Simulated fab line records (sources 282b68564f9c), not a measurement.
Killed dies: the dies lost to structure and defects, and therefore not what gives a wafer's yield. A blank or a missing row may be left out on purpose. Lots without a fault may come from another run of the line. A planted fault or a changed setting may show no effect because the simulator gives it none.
Which tool did it?    flow ritCmos    13 lots with 39 wafers sampled at 2 steps, on a route of 202 steps

## WHAT EACH GAUGE READ, for each wafer
RIT_PLDD_TW_MEAS_10.
lot   measured     on            PLDD_TW
L430  day 3 00:53  filmMetro-03  2330 2348 2340
L431  day 3 07:59  filmMetro-01  2352 2343 2365
L432  day 3 12:12  filmMetro-01  2356 2357 2355
L433  day 3 17:30  filmMetro-03  2345 2352 2343
L434  day 4 00:43  filmMetro-02  2347 2348 2345
L435  day 4 02:47  filmMetro-03  2357 2353 2337
L436  day 4 06:35  filmMetro-03  2352 2352 2348
L438  day 4 16:27  filmMetro-02  2355 2348 2342
L442  day 5 09:11  filmMetro-01  30 30 30
L445  day 6 02:02  filmMetro-03  2340 2336 2341
L450  day 7 04:58  filmMetro-01  2366 2349 2352
L452  day 7 10:58  filmMetro-01  2342 2343 2333
L453  day 7 21:40  filmMetro-01  2347 2343 2355

## TOOL THAT RAN EACH LOT (tool first, then ch and the chambers of the sampled wafers, then the start)
lot   RIT_NLDD_STRIP_09
L430  plasmaAsher-02 ch 0,1, day 2 23:17
L431  plasmaAsher-03 ch 0,1, day 3 06:23
L432  plasmaAsher-04 ch 0,1, day 3 10:25
L433  plasmaAsher-04 ch 0,1, day 3 15:40
L434  plasmaAsher-04 ch 0,1, day 3 23:01
L435  plasmaAsher-04 ch 0,1, day 4 01:11
L436  plasmaAsher-02 ch 0,1, day 4 04:57
L438  plasmaAsher-04 ch 0,1, day 4 14:52
L442  plasmaAsher-03 ch 0,1, day 5 07:34
L445  plasmaAsher-02 ch 0,1, day 6 00:19
L450  plasmaAsher-02 ch 0, day 7 02:51
L452  plasmaAsher-03 ch 1, day 7 09:20
L453  plasmaAsher-03 ch 0,1, day 7 19:54
- RIT_NLDD_STRIP_09: strips in O2, time 180 s.

## AS READ BY THE TOOLS THEMSELVES (means over the sampled wafers that have a number; for cases with no such wafer, the mark the record gives instead)
RIT_NLDD_STRIP_09.
lot   tool            chamberPressureMTorr (mTorr)  drypumpMotorCurrentA (A)  runLengthS (s)
L430  plasmaAsher-02  4004                          5.2                       208.8
L431  plasmaAsher-03  3999                          5.6                       209.2
L432  plasmaAsher-04  4001                          5.8                       208.4
L433  plasmaAsher-04  4000                          5.8                       208.2
L434  plasmaAsher-04  4000                          5.6                       208.4
L435  plasmaAsher-04  4000                          5.6                       208.3
L436  plasmaAsher-02  4001                          5.2                       209.0
L438  plasmaAsher-04  3999                          5.5                       208.2
L442  plasmaAsher-03  3998                          5.5                       72.2
L445  plasmaAsher-02  4002                          5.2                       208.8
L450  plasmaAsher-02  4003                          5.2                       209.3
L452  plasmaAsher-03  4004                          6.0                       209.0
L453  plasmaAsher-03  4003                          5.5                       208.9

## THE ANSWER, worked out from the rows above alone
Rule: the usual values come from the lots themselves. The widest of any qualifying gaps counts: lots, ordered by their means at a reading, are off when they make up no more than a third of the lots, leave a main group of 4 or more, and stand apart from it by 3 or more times the standard deviation of that group's means. A main group whose means are all the same, to the digits that the tables above print for the reading, isn't used. Also off: a lot with no number at a reading for which 4 or more lots have one. All remaining lots with rows at the step are treated as sound. First the gauges in route order, then the tools' own readings, where a lot's mean is used as printed above. At the first step where some lot is off, the reading lying furthest off is the one used; lots without a number count as furthest.
Off: L442, at RIT_PLDD_TW_MEAS_10 (PLDD_TW). The main group: mean 2348, standard deviation 5.7.
If a tool, at a process step before that reading, ran all the lots that are off and no sound lot after the first of them, it fits. Not tried: the gauges at RIT_PLDD_TW_MEAS_10; whatever is off there is also off at RIT_NLDD_STRIP_09, on other tools, and gauge error can't account for it. Of those tried, none fits.

## WHAT WAS PUT IN BY THE SIMULATOR
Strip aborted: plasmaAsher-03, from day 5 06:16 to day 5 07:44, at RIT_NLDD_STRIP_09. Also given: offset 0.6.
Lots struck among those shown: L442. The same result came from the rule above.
